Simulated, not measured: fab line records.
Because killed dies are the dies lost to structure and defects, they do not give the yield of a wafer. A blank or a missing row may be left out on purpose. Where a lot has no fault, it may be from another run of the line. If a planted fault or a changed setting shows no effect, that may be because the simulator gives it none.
2 desks looking at one fault | flow berkeley-cmos170 | each desk holds nothing but its own numbers, with what lay behind them at the end

AT THE TOOL OWNER'S DESK: cmp-01
The tool's own readings at UCB170_V1_CMP_02 (polishes SiO2): means of the sampled wafers that have a number, for each lot that ran on this tool. A lot is out of limits, marked OUT, if its mean lies more than 4 standard deviations from the usual mean; the brackets give that distance.
Columns: A = motor-current-A at UCB170_V1_CMP_02, usual 16.3 A; B = slurry-filter-dp-kPa at UCB170_V1_CMP_02, usual 13.49 kPa
lot  | first seen here | A    | B
L170 | day 7 20:13     | 18.8 | 13.46
L174 | day 9 00:49     | 17.8 | 13.53
L177 | day 9 20:43     | 16.9 | 13.54
L181 | day 11 01:31    | 15.8 | 13.48
L189 | day 12 11:47    | 17.1 | 13.44
L190 | day 12 13:12    | 17.4 | 13.38
Finding of this desk: none of the 6 lots has anything out of limits.

AT THE METROLOGY DESK
What the gauges read, lot by lot, whatever tool the lot ran on: means of the sampled wafers that have a number. A lot is out of limits, marked OUT, if its mean lies more than 4 standard deviations from the usual mean; the brackets give that distance.
Columns: A = PSD_RS at UCB170_SDANNEAL_RS_MEAS_02, usual 75.5 ohm/sq; B = SILICIDE_TI_THK at UCB170_SILICIDE_THK_MEAS_03, usual 30.4 nm; C = M3_OVL at UCB170_M3_OVL_MEAS_16, usual -2 nm
lot  | first seen here | A    | B    | C
L170 | day 7 08:54     | 75.3 | 31.1 | -2
L172 | day 8 12:27     | 75.4 | 30.1 | -5
L175 | day 8 12:42     | 75.3 | 30.6 | -3
L174 | day 8 13:00     | 75.9 | 30.2 | -10
L176 | day 9 09:10     | 75.5 | 30.4 | 1
L177 | day 9 09:37     | 75.3 | 29.9 | -8
L178 | day 9 16:05     | 75.8 | 30.5 | -5
L179 | day 9 17:05     | 75.9 | 30.4 | 8
L181 | day 10 14:38    | 75.2 | 29.5 | -7
L192 | day 12 00:25    | 75.7 | 30.6 | -0
L189 | day 12 01:10    | 75.6 | 30.5 | -2
L191 | day 12 01:19    | 75.5 | 29.9 | -7
L190 | day 12 01:25    | 75.6 | 29.4 | -2
L193 | day 12 22:35    | 75.7 | 30.5 | -4
Finding of this desk: none of the 14 lots has anything out of limits.

PUT TOGETHER
Nothing out of limits was seen by the tool owner's desk.
The metrology desk saw nothing out of limits.

WHAT THE SIMULATOR HAD PUT IN
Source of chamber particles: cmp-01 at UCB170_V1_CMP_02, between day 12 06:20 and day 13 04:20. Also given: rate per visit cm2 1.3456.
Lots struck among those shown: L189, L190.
